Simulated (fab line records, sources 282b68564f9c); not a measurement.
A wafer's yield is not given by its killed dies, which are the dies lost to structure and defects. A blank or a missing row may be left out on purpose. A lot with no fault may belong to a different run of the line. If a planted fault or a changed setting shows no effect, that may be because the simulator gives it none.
A struck lot beside a sound one    flow ritCmos    14 out of 202 route steps
Sound: these wafers, L868.1, L868.2, L868.4. Struck: wafers L864.1, L864.2, L864.4. The cause is named last.
At each step with rows: each side's tool, then ch and its chambers, then its first start. Under that, the readings that differ: sound wafers    struck wafers    difference of the means    sigmas: that difference in standard deviations of wafers without a fault.
alike: readings with means less than 2 such deviations apart, plus words and numbers identical on both sides. not compared: withheld readings, readings lacking a value on some wafer, bounds such as >300 that could conceal the same value, and numbers that have no deviation in the record and whose values overlap.
The two part at a step that has a row with sigmas, a row that says differs or no value, or rows on one side only. Numbers that don't overlap but have no deviation are shown without sigmas and don't part them. A reading that every wafer of one side lacks parts them only if that side has two wafers or more.

RIT_PRETRO_OVL_MEAS_06:
  sound on overlay-02 at day 5 20:30; struck on overlay-01 at day 5 00:13
  alike: PRETRO_OVL
then, 2 steps without rows for these wafers: RIT_PRETRO_HARDBAKE_07 (time 120 s); RIT_PRETRO_IMPLANT_08.
RIT_PRETRO_STRIP_09: strips in O2, time 180 s.
  sound on plasmaAsher-03 ch 0,1, day 5 20:56; struck on plasmaAsher-01 ch 0,1, day 5 00:40
  alike: drypumpMotorCurrentA
  not compared: rfHoursCounterH
RIT_PRETRO_TW_MEAS_10:
  sound on filmMetro-04 at day 5 21:07; struck on filmMetro-04 at day 5 00:50
  alike: PRETRO_TW
then, 5 steps without rows for these wafers: RIT_GATE_WET_ETCH_00 (etches SiO2 in BOE, target depth 56 nm, time 60 s); RIT_GATE_CLEAN_01 (cleans in SC1, time 600 s); RIT_GATE_CLEAN_02 (cleans in dHF, time 30 s); RIT_GATE_CLEAN_03 (cleans in SC2, time 600 s); RIT_GATE_CLEAN_04 (cleans in dHF, time 60 s).
RIT_FOX2_THK_MEAS_91:
  sound on filmMetro-01 at day 5 21:36; struck on filmMetro-04 at day 5 01:20
  alike: FIELD_OXIDE_LEFT_2_THK
then, 1 step without rows for these wafers: RIT_GATE_OXIDATION_05 (target thk 3 nm, ox time 270 s).
RIT_GATE_ANNEAL_06: time 600 s.
  sound on furnace-04 ch 0, day 5 22:44; struck on furnace-01, day 5 02:29
  no value came back on the struck wafers for runLengthS (s), spikeTcCentreC (C), tube_center_temp_C_max, zonePowerLoadPct (%); on the sound wafers runLengthS (s) reads 859 859 859
RIT_GATE_THK_MEAS_07:
  sound on filmMetro-04 at day 5 22:59; struck on filmMetro-04 at day 5 02:44
  alike: GATE_OXIDE_THK

WHERE THEY PART
At RIT_GATE_ANNEAL_06 and nowhere else, as far as this record goes. Later steps at which nothing parts them and some readings are alike: RIT_GATE_THK_MEAS_07.

WHY: what the simulator had put in
Entire step skipped (furnace-01, RIT_GATE_ANNEAL_06), from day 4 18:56 onward. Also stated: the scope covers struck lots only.
